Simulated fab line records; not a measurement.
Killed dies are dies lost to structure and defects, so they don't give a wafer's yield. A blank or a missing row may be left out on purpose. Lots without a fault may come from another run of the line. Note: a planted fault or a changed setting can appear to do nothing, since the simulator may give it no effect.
What tool caused it? ; flow berkeley_cmos170 ; Sampling: 13 lots, 39 wafers, 2 of 331 route steps

WHAT EACH GAUGE READ, for each wafer
UCB170_M1_RS_MEAS_01: the measuring method here is four-point-probe. Usual: M1_AL_RS typically reads 0.0486 ohm/sq, with standard deviation 0.00049.
lot;measured;on;M1_AL_RS (ohm/sq);flag
L242;day 8 11:34;film_metro-04;0.0493 0.0488 0.0494;
L243;day 9 04:17;film_metro-03;0.0488 0.0483 0.0492;
L246;day 9 04:34;film_metro-02;0.0486 0.0489 0.0491;
L244;day 9 04:43;film_metro-04;0.0483 0.0477 0.0478;
L245;day 9 04:55;film_metro-02;0.0490 0.0490 0.0489;
L247;day 9 15:17;film_metro-04;0.0480 0.0489 0.0485;
L249;day 10 02:31;film_metro-02;0.0482 0.0482 0.0483;
L250;day 10 02:40;film_metro-03;0.0486 0.0484 0.0485;
L248;day 10 02:57;film_metro-04;0.0485 0.0483 0.0485;
L251;day 10 10:57;film_metro-02;0.0484 0.0490 0.0496;
L252;day 10 11:20;film_metro-03;0.0482 0.0491 0.0487;
L254;day 10 20:50;film_metro-02;0.0489 0.0482 0.0481;
L253;day 10 21:23;film_metro-03;0.0485 0.0485 0.0486;

WHAT TOOL EACH LOT RAN ON (gives the tool, then ch and the chambers of the sampled wafers, and finally the start)
lot;UCB170_M1_SPUTTER_00
L242;pvd_sputter-01, day 8 11:29
L243;pvd_sputter-02, day 9 04:14
L246;pvd_sputter-04, day 9 04:28
L244;pvd_sputter-01, day 9 04:39
L245;pvd_sputter-02, day 9 04:49
L247;pvd_sputter-04, day 9 15:14
L249;pvd_sputter-02, day 10 02:26
L250;pvd_sputter-04, day 10 02:37
L248;pvd_sputter-01, day 10 02:53
L251;pvd_sputter-02, day 10 10:50
L252;pvd_sputter-04, day 10 11:15
L254;pvd_sputter-01, day 10 20:45
L253;pvd_sputter-02, day 10 21:19
- UCB170_M1_SPUTTER_00: material Al, target thk 600 nm, time 80 s.

AS READ BY THE TOOLS THEMSELVES (means over the sampled wafers that have a number; for cases with no such wafer, the mark the record gives instead)
UCB170_M1_SPUTTER_00. Usual: throttle_valve_pct at 30.2 %, with a standard deviation of 1.5.
lot;tool;throttle_valve_pct (%);flag
L242;pvd_sputter-01;30.7;
L243;pvd_sputter-02;29.7;
L246;pvd_sputter-04;29.7;
L244;pvd_sputter-01;31.1;
L245;pvd_sputter-02;27.7;
L247;pvd_sputter-04;29.8;
L249;pvd_sputter-02;29.9;
L250;pvd_sputter-04;31.4;
L248;pvd_sputter-01;30.9;
L251;pvd_sputter-02;30.7;
L252;pvd_sputter-04;30.0;
L254;pvd_sputter-01;30.6;
L253;pvd_sputter-02;29.9;

THE ANSWER, worked out from the rows above alone
Rule: lot off if the mean of its wafers having a number is beyond 3 standard deviations from the usual mean. Also off: a lot with no number at a reading for which 4 or more lots have one. Where the step has rows for the other lots, those lots are counted as sound. First the gauges in route order, then the tools' own readings, where a lot's mean is used as printed above. The first step at which some lot is off is used, and at that step the reading that is off furthest; a lot without a number counts as furthest.
Nothing can be told from this: no lot is off at any reading shown.

WHAT WAS PUT IN BY THE SIMULATOR
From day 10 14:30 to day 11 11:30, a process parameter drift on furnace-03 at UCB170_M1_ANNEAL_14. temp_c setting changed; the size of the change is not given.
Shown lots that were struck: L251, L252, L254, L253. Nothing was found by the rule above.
